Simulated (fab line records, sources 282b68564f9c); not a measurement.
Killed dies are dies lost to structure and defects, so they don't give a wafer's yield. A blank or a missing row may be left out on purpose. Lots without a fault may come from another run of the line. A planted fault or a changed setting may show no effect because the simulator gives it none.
A struck lot beside a sound one | flow rit_cmos | 44 steps out of a route of 202
Sound: wafers L234.1, L234.2, L234.5. Struck: wafers L240.1, L240.3, L240.5. The cause comes at the end.
At each step with rows: each side's tool, then ch and its chambers, then its first start. Under that, the readings that differ: sound wafers | struck wafers | difference of the means | sigmas: that difference in standard deviations of wafers without a fault.
alike: readings whose means differ by less than 2 such deviations, and words and numbers that are the same on both sides. not compared: withheld readings, readings that some wafer has no value for, bounds like >300 that may hide the same value, and numbers for which the record gives no deviation and whose values overlap.
The two part at a step that has a row with sigmas, a row that says differs or no value, or rows on one side only. Numbers that don't overlap but have no deviation are shown without sigmas and don't part them. A reading that every wafer of one side lacks parts them only if that side has two wafers or more.

first, 3 steps without rows for these wafers: RIT_REOX_CLEAN_01 (cleans in dHF, time 30 s); RIT_REOX_CLEAN_02 (cleans in SC2, time 600 s); RIT_REOX_OXIDATION_03 (target thk 25.2 nm, ox time 5580 s).
RIT_REOX_THK_MEAS_04:
  sound on film_metro-02, day 4 18:35; struck on film_metro-04, day 6 00:37
  alike: REOX_OXIDE_THK
then, 6 steps without rows for these wafers: RIT_NLDD_HMDS_00 (prime time 60 s); RIT_NLDD_COAT_01 (resist thk 1000 nm); RIT_NLDD_SOFTBAKE_02 (time 60 s); RIT_NLDD_EXPOSE_03 (exposes mask M7, target cd 40700 nm); RIT_NLDD_PEB_04; RIT_NLDD_DEVELOP_05 (develop time 50 s).
RIT_NLDD_OVL_MEAS_06:
  sound on overlay-01, day 4 19:29; struck on overlay-02, day 6 01:38
  alike: NLDD_OVL
then, 1 step without rows for these wafers: RIT_NLDD_HARDBAKE_07 (time 60 s).
RIT_NLDD_IMPLANT_08:
  sound on implanter-04 ch 0, day 4 19:40; struck on implanter-04 ch 0, day 6 01:50
  reading            | sound                         | struck                       | difference | sigmas
  dose_ions_cm2      | 5.005e+14 5.009e+14 5.008e+14 | 2.186e+14 2.178e+14 2.18e+14 | -2.826e+14 | -99 or more
  faraday_current_uA | 1617 1562 1585                | 686 699 667                  | -904       | -27
  alike: beam_energy_keV
RIT_NLDD_STRIP_09: strips in O2, time 180 s.
  sound on plasma_asher-01 ch 0,1, day 4 19:49; struck on plasma_asher-04 ch 0, day 6 01:59
  alike: drypump_motor_current_A
  not compared: rf_hours_counter_h
RIT_NLDD_TW_MEAS_10:
  sound on film_metro-03, day 4 20:00; struck on film_metro-02, day 6 02:10
  reading | sound          | struck         | difference | sigmas
  NLDD_TW | 2492 2482 2482 | 1955 1941 1948 | -537       | -38
then, 6 steps without rows for these wafers: RIT_PLDD_HMDS_00 (prime time 60 s); RIT_PLDD_COAT_01 (resist thk 1000 nm); RIT_PLDD_SOFTBAKE_02 (time 60 s); RIT_PLDD_EXPOSE_03 (exposes mask M8, target cd 40900 nm); RIT_PLDD_PEB_04; RIT_PLDD_DEVELOP_05 (develop time 50 s).
RIT_PLDD_OVL_MEAS_06:
  sound on overlay-01, day 4 20:55; struck on overlay-01, day 6 03:11
  alike: PLDD_OVL
then, 2 steps without rows for these wafers: RIT_PLDD_HARDBAKE_07 (time 60 s); RIT_PLDD_IMPLANT_08.
RIT_PLDD_STRIP_09: strips in O2, time 180 s.
  sound on plasma_asher-03 ch 0,1, day 4 21:14; struck on plasma_asher-04 ch 0,1, day 6 03:32
  alike: drypump_motor_current_A
  not compared: rf_hours_counter_h
RIT_PLDD_TW_MEAS_10:
  sound on film_metro-01, day 4 21:25; struck on film_metro-01, day 6 03:42
  alike: PLDD_TW
then, 4 steps without rows for these wafers: RIT_SPACER_CLEAN_00 (cleans in SC1, time 600 s); RIT_SPACER_CLEAN_01 (cleans in dHF, time 30 s); RIT_SPACER_CLEAN_02 (cleans in SC2, time 600 s); RIT_SPACER_CVD_03 (deposits Si3N4 from SiH2Cl2/NH3, target thk 250 nm, time 3300 s).
RIT_SPACER_THK_MEAS_04:
  sound on film_metro-03, day 4 23:47; struck on film_metro-01, day 6 06:04
  alike: SPACER_NITRIDE_THK
RIT_SPACER_ETCHBACK_05: etches Si3N4 in SF6/CHF3, stops on SiO2, target depth 250 nm, time 240 s.
  sound on rie_diel-03 ch 1,3, day 4 23:51; struck on rie_diel-02 ch 0,1,2, day 6 06:07
  alike: CHF3_flow_sccm, drypump_motor_current_A, oes_product_au, throttle_valve_pct
  not compared: rf_hours_counter_h
then, 6 steps without rows for these wafers: RIT_NSD_HMDS_00 (prime time 60 s); RIT_NSD_COAT_01 (resist thk 1000 nm); RIT_NSD_SOFTBAKE_02 (time 60 s); RIT_NSD_EXPOSE_03 (exposes mask M9, target cd 40700 nm); RIT_NSD_PEB_04; RIT_NSD_DEVELOP_05 (develop time 50 s).
RIT_NSD_OVL_MEAS_06:
  sound on overlay-01, day 5 00:51; struck on overlay-01, day 6 07:15
  alike: NSD_OVL
then, 2 steps without rows for these wafers: RIT_NSD_HARDBAKE_07 (time 60 s); RIT_NSD_IMPLANT_08.
RIT_NSD_STRIP_09: strips in O2, time 180 s.
  sound on plasma_asher-04 ch 0,1, day 5 01:12; struck on plasma_asher-01 ch 0,1, day 6 07:35
  alike: drypump_motor_current_A
  not compared: rf_hours_counter_h
RIT_SDANNEAL_RS_MEAS_07: measures by four-point-probe.
  sound on film_metro-03, day 5 03:49; struck on film_metro-03, day 6 10:01
  reading          | sound             | struck            | difference | sigmas
  NLDD_RS (ohm/sq) | 150.5 151.2 151.6 | 291.2 289.6 288.6 | +138.7     | +99 or more
RIT_M1_PROBE_99:
  sound on prober-02, day 5 11:18; struck on prober-02, day 6 19:40
  reading                             | sound             | struck            | difference | sigmas
  killed_at_M0_to_M3                  | 0 0 0             | 0 1 0             | +0         | +2
  model.etest.nmos_0p15.r_on_ohm_um   | 1104 1122 1112    | 1815 1782 1780    | +680       |
  model.etest.nmos_0p3.r_on_ohm_um    | 2146 2150 2181    | 2867 2837 2821    | +683       |
  model.etest.nldd.rs_ohm_sq          | 369.9 373.9 363.9 | 844.8 816.6 815.6 | +456.4     |
  model.etest.nmos_turned.drive_ua_um | 318.1 313.6 319   | 107.5 112.8 115.1 | -205.1     |
  model.etest.nldd.line_ohm_um        | 117.1 117.4 114.2 | 266.9 261 258     | +145.7     |
  model.etest.nmos_0p15.drive_ua_um   | 472.7 461.1 466.9 | 313.1 315 316.4   | -152.1     |
  model.etest.nmos_narrow.drive_ua_um | 220.4 222.4 219.1 | 175.4 178 176.7   | -43.9      |
  model.etest.nmos_0p3.drive_ua_um    | 221.7 222.7 217   | 180.5 179 177.5   | -41.5      |
  alike: killed_at_contacts, killed_at_front_end, killed_dies, killed_open, killed_short

WHERE THEY PART
First at RIT_NLDD_IMPLANT_08; last, within this record, at RIT_M1_PROBE_99.

WHY: what the simulator had put in
Process parameter drift: implanter-04, from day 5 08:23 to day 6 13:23, at RIT_NLDD_IMPLANT_08. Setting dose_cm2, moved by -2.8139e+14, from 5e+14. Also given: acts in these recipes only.
